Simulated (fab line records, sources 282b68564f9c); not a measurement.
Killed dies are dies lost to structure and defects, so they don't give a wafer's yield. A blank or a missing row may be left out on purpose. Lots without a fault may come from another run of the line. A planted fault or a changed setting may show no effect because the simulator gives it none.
fab line records | flow rit_cmos | part 2 of 2: steps 29 to 38 of 38
record lots=5 wafers=15 last_day=7
route steps=202 shown GATE@82 REOX@98 NLDD@103 PLDD@114
lots that met no fault: from a run of the same line without faults
start_h: hours from the record's first day to the start of the lot's first wafer shown | wait_h: hours since the lot's step before | " the same as in the row above | L1.1+2: a row that stands for several wafers | - no value, or no start given | * or withheld: withheld | < > ~ a bound
route shown NAME@n: a module of which the file shows steps, and the number in the route of the first | usual: mean/standard deviation of fault-free wafers | same: alike in all rows | chamber/n: place in a boat | sites: the reading at each site | _std_site: their standard deviation | _edge_site: outer sites' mean less inner sites' | radius_mm: how far each site lies from the wafer's centre | mask NAME#n: copy n | behind: the tool/chamber that last shaped the wafer | hold: why the lot was held/for how many hours/how that ended | device: the transistor (n, p or np) that didn't switch | end of line: the same wafers' tests at the end of the route | a step without rows: its recipe alone | killed: dies lost to structure and defects at the first sort, not the wafer's yield | map: a wafer's dies, x killed, . not, _ none there
set.NAME: the setting as run; set.NAME@STEP: as run at that earlier step | model.NAME: the simulator's own value behind a step, which no gauge read
lots at some steps of the route; a table a step, a row a wafer
services: from which hour (start_h, from the record's first day; less than 0 if before it) a tool's chamber was out of use, for how many hours, and why
## steps
# step RIT_NLDD_HARDBAKE_07
# recipe resist=NOVOLAK temp_c=140 time_s=60
# usual chill_plate_temp_C=23.03/0.099 heater_power_total_W=62.55/0.052
# columns lot.wafer tool chamber start_h wait_h chill_plate_temp_C heater_power_total_W
L077.2 litho_track-04 0 57.22 0.0 22.90 62.51
L077.4 " 0 " " 22.83 62.59
L077.5 " 0 " " 22.87 62.51
L078.1 litho_track-01 0 64.88 0.0 22.95 62.59
L078.2 " 0 " " 23.20 62.58
L078.6 " 0 " " 22.99 62.55
L083.1 litho_track-04 0 87.28 0.0 23.08 62.63
L083.3 " 0 " " 22.95 62.51
L083.4 " 0 " " 22.95 62.58
L087.3 litho_track-02 0 107.08 0.1 23.03 62.51
L087.4 " 0 " " 23.02 62.58
L087.6 " 0 " " 23.26 62.56
L097.3 litho_track-01 0 159.59 0.1 23.01 62.59
L097.4 " 0 " " 23.15 62.56
L097.5 " 0 " " 23.10 62.56
# step RIT_NLDD_IMPLANT_08
# recipe species=P energy_kev=20 dose_cm2=5.102e+14 tilt_deg=7
# usual end_station_pressure_torr=6.3e-06/3.5e-07
# columns lot.wafer tool chamber start_h wait_h end_station_pressure_torr
L077.2 implanter-02 0 57.37 0.1 6.3e-06
L077.4 " 0 " " 6.6e-06
L077.5 " 0 " " 6.4e-06
L078.1 implanter-01 0 65.03 0.1 7e-06
L078.2 " 0 " " 6.6e-06
L078.6 " 0 " " 6e-06
L083.1 implanter-01 0 87.43 0.1 6.5e-06
L083.3 " 0 " " 6e-06
L083.4 " 0 " " 5.9e-06
L087.3 implanter-01 0 107.23 0.1 5.4e-06
L087.4 " 0 " " 6.8e-06
L087.6 " 0 " " 6.5e-06
L097.3 implanter-01 0 159.74 0.1 6.5e-06
L097.4 " 0 " " 6.3e-06
L097.5 " 0 " " 6.1e-06
# step RIT_NLDD_STRIP_09
# recipe chemistry=O2 time_s=180 resist=NOVOLAK platen_temp_c=withheld power_w=500 pressure_mtorr=4000 o2_flow_sccm=4000
# usual drypump_motor_current_A=5.5/0.38
# columns lot.wafer tool chamber start_h wait_h drypump_motor_current_A rf_hours_counter_h
L077.2 plasma_asher-04 1 57.49 0.1 5.3 26
L077.4 " 0 " " 5.7 -
L077.5 " 1 " " 5.3 -
L078.1 plasma_asher-01 1 65.18 0.1 6.2 42
L078.2 " 0 " " 5.3 42
L078.6 " 0 " " 5.3 -
L083.1 plasma_asher-04 0 87.58 0.1 5.7 30
L083.3 " 1 " " 5.3 -
L083.4 " 0 " " 5.7 -
L087.3 plasma_asher-03 0 107.39 0.1 5.0 -
L087.4 " 1 " " 5.8 -
L087.6 " 0 " " 5.0 -
L097.3 plasma_asher-03 0 159.89 0.1 4.9 -
L097.4 " 1 " " 5.8 -
L097.5 " 0 " " 5.0 -
# step RIT_NLDD_TW_MEAS_10
# usual NLDD_TW=2504/23
# columns lot.wafer tool chamber start_h wait_h NLDD_TW
L077.2 film_metro-04 - 57.68 0.1 2477
L077.4 " - " " 2480
L077.5 " - " " 2491
L078.1 film_metro-04 - 65.35 0.1 2483
L078.2 " - " " 2487
L078.6 " - " " 2470
L083.1 film_metro-01 - 87.75 0.1 2532
L083.3 " - " " 2533
L083.4 " - " " 2527
L087.3 film_metro-01 - 107.53 0.1 2527
L087.4 " - " " 2529
L087.6 " - " " 2532
L097.3 film_metro-01 - 160.03 0.1 2540
L097.4 " - " " 2548
L097.5 " - " " 2526
# step RIT_PLDD_HMDS_00
# recipe prime_time_s=60 prime_temp_c=140
# usual chill_plate_temp_C=23.02/0.12 prime_temp_c=140.04/0.13
# columns lot.wafer tool chamber start_h wait_h chill_plate_temp_C prime_temp_c
L077.2 litho_track-04 0 57.75 0.1 22.91 140.19
L077.4 " 0 " " 23.10 140.01
L077.5 " 0 " " 23.07 140.03
L078.1 litho_track-03 0 65.41 0.1 22.88 140.27
L078.2 " 0 " " 22.82 140.10
L078.6 " 0 " " 22.86 140.15
L083.1 litho_track-04 0 87.81 0.1 23.05 140.04
L083.3 " 0 " " 23.09 140.13
L083.4 " 0 " " 23.15 140.06
L087.3 litho_track-03 0 107.62 0.1 23.05 139.94
L087.4 " 0 " " 23.08 140.08
L087.6 " 0 " " 23.12 140.04
L097.3 litho_track-02 0 160.12 0.1 23.00 139.94
L097.4 " 0 " " 22.90 139.93
L097.5 " 0 " " 23.13 139.71
# step RIT_PLDD_COAT_01
# recipe resist=NOVOLAK spin_rpm=3250 resist_thk_nm=1000
# usual chill_plate_temp_C=22.99/0.1 spin_speed_rpm=3250.1/2.2
# columns lot.wafer tool chamber start_h wait_h chill_plate_temp_C spin_speed_rpm
L077.2 litho_track-04 0 57.90 0.1 22.95 3250.2
L077.4 " 0 " " 23.00 3248.7
L077.5 " 0 " " 22.89 3250.4
L078.1 litho_track-03 0 65.56 0.1 23.08 3251.3
L078.2 " 0 " " 23.15 3251.0
L078.6 " 0 " " 23.34 3247.4
L083.1 litho_track-04 0 87.96 0.1 22.99 3250.4
L083.3 " 0 " " 23.22 3247.4
L083.4 " 0 " " 23.25 3248.1
L087.3 litho_track-03 0 107.77 0.1 22.94 3255.0
L087.4 " 0 " " 23.11 3247.9
L087.6 " 0 " " 22.93 3252.0
L097.3 litho_track-02 0 160.27 0.1 22.96 3251.6
L097.4 " 0 " " 22.97 3248.1
L097.5 " 0 " " 22.89 3249.8
# step RIT_PLDD_SOFTBAKE_02
# recipe resist=NOVOLAK temp_c=90 time_s=60
# usual chill_plate_temp_C=22.98/0.1 heater_power_total_W=34.56/0.049
# columns lot.wafer tool chamber start_h wait_h chill_plate_temp_C heater_power_total_W
L077.2 litho_track-04 0 58.05 0.1 23.08 34.60
L077.4 " 0 " " 22.89 34.57
L077.5 " 0 " " 23.02 34.48
L078.1 litho_track-03 0 65.71 0.1 23.02 34.62
L078.2 " 0 " " 22.97 34.59
L078.6 " 0 " " 22.96 34.59
L083.1 litho_track-04 0 88.11 0.1 23.19 34.47
L083.3 " 0 " " 22.97 34.58
L083.4 " 0 " " 22.94 34.62
L087.3 litho_track-03 0 107.92 0.1 23.09 34.62
L087.4 " 0 " " 22.95 34.50
L087.6 " 0 " " 23.09 34.50
L097.3 litho_track-02 0 160.42 0.1 23.21 34.58
L097.4 " 0 " " 23.09 34.58
L097.5 " 0 " " 23.06 34.51
# step RIT_PLDD_EXPOSE_03
# recipe mask_id=M8 na=0.57 target_cd_nm=40900 dose_mj=250
# columns lot.wafer tool chamber start_h wait_h mask
L077.2+4+5 iline_stepper-01 0 58.40 0.3 M8#0
L078.1+2+6 iline_stepper-02 0 65.99 0.2 M8#0
L083.1+3+4 iline_stepper-02 0 88.39 0.2 M8#0
L087.3+4+6 iline_stepper-02 0 108.18 0.2 M8#0
L097.3+4+5 iline_stepper-01 0 160.56 0.1 M8#0
# step RIT_PLDD_PEB_04
# recipe resist=NOVOLAK temp_c=withheld time_s=withheld
# usual chill_plate_temp_C=*
# columns lot.wafer tool chamber start_h wait_h chill_plate_temp_C
L077.2 litho_track-03 0 58.52 0.1 *
L077.4 " 0 " " *
L077.5 " 0 " " *
L078.1 litho_track-04 0 66.11 0.1 *
L078.2 " 0 " " *
L078.6 " 0 " " *
L083.1 litho_track-04 0 88.50 0.1 *
L083.3 " 0 " " *
L083.4 " 0 " " *
L087.3 litho_track-04 0 108.31 0.1 *
L087.4 " 0 " " *
L087.6 " 0 " " *
L097.3 litho_track-02 0 160.69 0.1 *
L097.4 " 0 " " *
L097.5 " 0 " " *
# step RIT_PLDD_DEVELOP_05
# recipe resist=NOVOLAK develop_time_s=50 dev_temp_c=23
# usual chill_plate_temp_C=22.99/0.098
# columns lot.wafer tool chamber start_h wait_h chill_plate_temp_C
L077.2 litho_track-03 0 - - 22.95
L077.4 " 0 " " 23.23
L077.5 " 0 " " 22.95
L078.1 litho_track-04 0 - - 23.08
L078.2 " 0 " " 23.04
L078.6 " 0 " " 23.11
L083.1 litho_track-04 0 - - 22.82
L083.3 " 0 " " 22.95
L083.4 " 0 " " 22.90
L087.3 litho_track-04 0 - - 22.85
L087.4 " 0 " " 22.95
L087.6 " 0 " " 23.03
L097.3 litho_track-02 0 - - 22.95
L097.4 " 0 " " 23.03
L097.5 " 0 " " 22.88
## services
# columns tool chamber start_h hours kind
rie_si-01 2 26.76 15.0 repair
plasma_asher-02 - 30.99 2.8 pm
rie_si-02 0 31.84 8.9 repair
rie_si-01 - 36.73 0.3 repair
rie_si-02 3 40.44 4.3 repair
rie_si-01 3 51.10 16.2 repair
furnace-01 - 52.12 4.1 pm
iline_stepper-02 - 58.13 2.1 pm
implanter-01 - 60.34 0.6 repair
rie_si-01 - 60.53 0.6 repair
wet_bench-03 - 72.83 1.5 repair
furnace-03 - 87.68 3.7 pm
wet_bench-03 - 88.86 2.9 repair
rie_si-01 - 91.89 2.1 repair
iline_stepper-02 - 96.92 3.0 repair
rie_si-02 - 101.56 0.3 repair
iline_stepper-01 - 107.89 1.7 pm
plasma_asher-01 - 108.75 9.0 pm
furnace-02 - 118.48 7.9 pm
furnace-01 - 128.54 3.0 pm
plasma_asher-04 - 130.92 14.6 repair
lpcvd-01 - 133.83 1.9 repair
rie_si-02 2 157.88 3.5 repair
rie_si-02 0 160.75 6.3 repair
